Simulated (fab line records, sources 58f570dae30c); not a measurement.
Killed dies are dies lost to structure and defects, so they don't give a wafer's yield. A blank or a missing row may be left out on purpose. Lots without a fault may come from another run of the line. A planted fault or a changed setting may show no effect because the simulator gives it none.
A struck lot beside a sound one | flow berkeley_cmos170 | 43 steps out of a route of 331
Sound: wafers L549.2, L549.3, L549.4. Struck: wafers L548.3, L548.4, L548.5. The cause comes at the end.
At each step with rows: each side's tool, then ch and its chambers, then its first start. Under that, the readings that differ: sound wafers | struck wafers | difference of the means | sigmas: that difference in standard deviations of wafers without a fault.
alike: readings whose means differ by less than 2 such deviations, and words and numbers that are the same on both sides. not compared: withheld readings, readings that some wafer has no value for, bounds like >300 that may hide the same value, and numbers for which the record gives no deviation and whose values overlap.
The two part at a step that has a row with sigmas, a row that says differs or no value, or rows on one side only. Numbers that don't overlap but have no deviation are shown without sigmas and don't part them. A reading that every wafer of one side lacks parts them only if that side has two wafers or more.

UCB170_BACKSIDE_STRIP_03: strips in O2.
  sound on plasma_asher-04 ch 0,1, day 9 20:02; struck on plasma_asher-01 ch 0,1, day 9 08:32
  reading                      | sound             | struck            | difference | sigmas
  strip_time_to_endpoint_s (s) | 21.89 21.86 21.93 | 22.11 22.17 22.12 | +0.24      | +3
  alike: chamber_pressure_mTorr, drypump_motor_current_A, oes_product_au
  not compared: rf_hours_counter_h
then, 3 steps without rows for these wafers: UCB170_BACKSIDE_CLEAN_04 (cleans in SPM, time 600 s); UCB170_SDANNEAL_RTA_00 (time 10 s); UCB170_SDANNEAL_RTA_01 (time 5 s).
UCB170_SDANNEAL_RS_MEAS_02: measures by four-point-probe.
  sound on film_metro-02, day 9 20:27; struck on film_metro-03, day 9 08:57
  alike: PSD_RS
UCB170_SDANNEAL_RS_MEAS_03: measures by four-point-probe.
  sound on film_metro-02, day 9 20:34; struck on film_metro-03, day 9 09:04
  reading         | sound             | struck            | difference | sigmas
  NSD_RS (ohm/sq) | 37.41 37.40 37.35 | 37.23 37.21 37.28 | -0.15      | -2
UCB170_SDANNEAL_RS_MEAS_04: measures by four-point-probe.
  sound on film_metro-02, day 9 20:41; struck on film_metro-03, day 9 09:11
  reading          | sound                | struck               | difference | sigmas
  PLDD_RS (ohm/sq) | 1029.9 1034.7 1034.9 | 1025.4 1029.4 1028.2 | -5.5       | -2
UCB170_SDANNEAL_RS_MEAS_05: measures by four-point-probe.
  sound on film_metro-02, day 9 20:49; struck on film_metro-03, day 9 09:19
  alike: NLDD_RS
then, 1 step without rows for these wafers: UCB170_SILICIDE_PRE_CLEAN_00 (preclean etch time 60 s).
UCB170_SILICIDE_SPUTTER_01: material Ti, target thk 30 nm, time 25 s.
  sound on pvd_sputter-02, day 9 20:58; struck on pvd_sputter-03, day 9 09:28
  alike: throttle_valve_pct
UCB170_SILICIDE_RS_MEAS_02: measures by four-point-probe.
  sound on film_metro-01, day 9 21:01; struck on film_metro-04, day 9 09:32
  alike: SILICIDE_TI_RS
UCB170_SILICIDE_THK_MEAS_03: measures by xrf.
  sound on film_metro-01, day 9 21:08; struck on film_metro-04, day 9 09:38
  alike: SILICIDE_TI_THK
UCB170_SILICIDE_RTA_04: time 15 s.
  sound on rtp_anneal-02 ch 0, day 9 21:12; struck on rtp_anneal-01 ch 0, day 9 09:42
  alike: lamp_power_pct, wafer_temp_C_max
then, 3 steps without rows for these wafers: UCB170_SILICIDE_WET_ETCH_05 (etches Ti in SPM, time 45 s); UCB170_CONTACT_CLEAN_00 (cleans in SPM, time 600 s); UCB170_CONTACT_CVD_01 (deposits PSG from SiH4/O2/PH3, target thk 700 nm, time 2820 s).
UCB170_CONTACT_THK_MEAS_02:
  sound on film_metro-02, day 10 00:08; struck on film_metro-02, day 9 11:44
  alike: CONTACT_PSG_THK
then, 5 steps without rows for these wafers: UCB170_CONTACT_HMDS_03 (prime time 60 s); UCB170_CONTACT_COAT_04 (resist thk 900 nm); UCB170_CONTACT_SOFTBAKE_05 (time 60 s); UCB170_CONTACT_STRIP_06 (strips in O2); UCB170_CONTACT_CLEAN_07 (cleans in SPM, time 600 s).
UCB170_CONTACT_RTA_08: time 10 s.
  sound on rtp_anneal-02 ch 0, day 10 01:01; struck on rtp_anneal-02 ch 0, day 9 12:50
  alike: lamp_power_pct, wafer_temp_C_max
then, 6 steps without rows for these wafers: UCB170_CONTACT_COAT_09; UCB170_CONTACT_COAT_10 (resist thk 900 nm); UCB170_CONTACT_SOFTBAKE_11 (time 60 s); UCB170_CONTACT_EXPOSE_12 (exposes mask CONT, target cd 700 nm); UCB170_CONTACT_PEB_13; UCB170_CONTACT_DEVELOP_14 (develop time 45 s).
UCB170_CONTACT_CD_MEAS_15: target cd 700 nm.
  sound on cd_sem-02, day 10 02:11; struck on cd_sem-02, day 9 14:32
  reading    | sound             | struck            | difference | sigmas
  cd_nm (nm) | 697.9 698.9 697.0 | 701.8 703.4 702.5 | +4.6       | +3
UCB170_CONTACT_OVL_MEAS_16:
  sound on overlay-01, day 10 02:17; struck on overlay-01, day 9 14:38
  alike: CONTACT_OVL
UCB170_CONTACT_ETCH_17: etches BARC in N2/H2.
  sound on rie_diel-03 ch 0,1,3, day 10 02:19; struck on rie_diel-02 ch 1,2, day 9 14:39
  alike: chamber_pressure_mTorr, drypump_motor_current_A, oes_product_au, throttle_valve_pct
UCB170_CONTACT_ETCH_18: etches PSG in CHF3/CF4/Ar, stops on TiSi2, target depth 840 nm, time 195 s.
  sound on rie_diel-03 ch 0,1,3; struck on rie_diel-02 ch 1,2
  alike: chamber_pressure_mTorr, drypump_motor_current_A, oes_product_au, throttle_valve_pct
  not compared: rf_hours_counter_h
then, 1 step without rows for these wafers: UCB170_CONTACT_STRIP_19 (strips in O2).
UCB170_CONTACT_CD_MEAS_90: target cd 700 nm.
  sound on cd_sem-01, day 10 02:37; struck on cd_sem-01, day 9 14:58
  reading    | sound             | struck            | difference | sigmas
  cd_nm (nm) | 695.9 699.4 695.5 | 701.2 701.9 702.0 | +4.8       | +3
then, 2 steps without rows for these wafers: UCB170_CONTACT_CLEAN_20 (cleans in SPM, time 600 s); UCB170_M1_SPUTTER_00 (material Al, target thk 600 nm, time 80 s).
UCB170_M1_RS_MEAS_01: measures by four-point-probe.
  sound on film_metro-04, day 10 02:58; struck on film_metro-04, day 9 15:20
  alike: M1_AL_RS
UCB170_M1_THK_MEAS_02: measures by xrf.
  sound on film_metro-04, day 10 03:05; struck on film_metro-04, day 9 15:26
  alike: M1_AL_THK
then, 3 steps without rows for these wafers: UCB170_M1_COAT_03; UCB170_M1_COAT_04 (resist thk 900 nm); UCB170_M1_SOFTBAKE_05 (time 60 s).
UCB170_M3_PROBE_99:
  sound on prober-01, day 10 22:49; struck on prober-02, day 10 05:55
  reading                                          | sound                    | struck               | difference | sigmas
  model.etest.npoly_line.width_nm (nm)             | 319.5 320 321.2          | 316.4 318.7 319.1    | -2.2       |
  model.etest.ppoly_line.line_ohm_um               | 15.23 15.06 15.22        | 12.61 12.24 12.3     | -2.79      |
  model.etest.npoly_line.line_ohm_um               | 15.03 15.11 14.73        | 12.46 12 11.99       | -2.81      |
  model.etest.npoly_line.rs_ohm_sq_rim_less_centre | 0.05926 -0.003244 0.0619 | -1.341 -1.318 -1.389 | -1.389     |
  model.etest.npoly_line.rs_ohm_sq_range           | 0.1336 0.1009 0.1359     | 1.401 1.347 1.409    | +1.262     |
  model.etest.ppoly_line.rs_ohm_sq                 | 4.853 4.917 4.867        | 3.965 3.951 3.923    | -0.933     |
  model.etest.npoly_line.rs_ohm_sq                 | 4.772 4.797 4.72         | 3.936 3.882 3.891    | -0.860     |
  not compared: model.etest.ppoly_line.width_nm

WHERE THEY PART
First at UCB170_BACKSIDE_STRIP_03; last, within this record, at UCB170_CONTACT_CD_MEAS_90. Later steps at which nothing parts them and some readings are alike: UCB170_M1_RS_MEAS_01, UCB170_M1_THK_MEAS_02.

WHY: what the simulator had put in
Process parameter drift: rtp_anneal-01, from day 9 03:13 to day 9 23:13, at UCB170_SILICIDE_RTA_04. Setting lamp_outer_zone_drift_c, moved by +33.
